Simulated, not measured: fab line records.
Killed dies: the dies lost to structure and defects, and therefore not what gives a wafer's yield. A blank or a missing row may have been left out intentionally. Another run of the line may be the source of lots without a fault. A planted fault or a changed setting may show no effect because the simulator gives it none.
The tool behind it: which one?    flow berkeley-cmos170    Sampling: 6 lots, 18 wafers, 2 of 331 route steps

WHAT THE GAUGES READ, wafer by wafer
UCB170_NSD_CD_MEAS_06 targets a cd of 1200 nm.
lot   measured      on         cd-nm (nm)
L366  day 6 17:48   cd-sem-01  1201.7 1201.1 1202.1
L372  day 7 14:40   cd-sem-02  1197.7 1198.8 1198.9
L376  day 8 15:25   cd-sem-01  1199.4 1200.4 1199.5
L380  day 9 08:15   cd-sem-02  1200.3 1200.3 1200.5
L383  day 10 10:38  cd-sem-02  1201.8 1201.4 1200.9
L388  day 11 03:48  cd-sem-02  1202.8 1203.1 1203.4

WHICH TOOL RAN EACH LOT (tool, then ch and the chambers of the sampled wafers, then the start)
lot   UCB170_NSD_EXPOSE_03
L366  krf-scanner-02 ch 0, day 6 17:24
L372  krf-scanner-02 ch 0, day 7 14:16
L376  krf-scanner-02 ch 0, day 8 14:42
L380  krf-scanner-02 ch 0, day 9 07:52
L383  krf-scanner-02 ch 0, day 10 10:05
L388  krf-scanner-02 ch 0, day 11 03:20
- UCB170_NSD_EXPOSE_03: exposes mask NSELECT MOD, target cd 1200 nm.

THE ANSWER, worked out from the rows above alone
Rule: what is usual is taken from the lots themselves. Put in order of their means at a reading, lots are off if they are a third of the lots or fewer, leave a main group of 4 or more, and stand apart from it by a gap of 3 or more times the standard deviation of the main group's means; of several such gaps the widest counts. A main group whose means are all the same, to the digits that the tables above print for the reading, isn't used. A lot without any number at a reading at which 4 lots or more have one is off too. The other lots that the step has rows for count as sound.
No lot is off at any reading shown: from this, nothing can be told.

WHAT WAS PUT IN BY THE SIMULATOR
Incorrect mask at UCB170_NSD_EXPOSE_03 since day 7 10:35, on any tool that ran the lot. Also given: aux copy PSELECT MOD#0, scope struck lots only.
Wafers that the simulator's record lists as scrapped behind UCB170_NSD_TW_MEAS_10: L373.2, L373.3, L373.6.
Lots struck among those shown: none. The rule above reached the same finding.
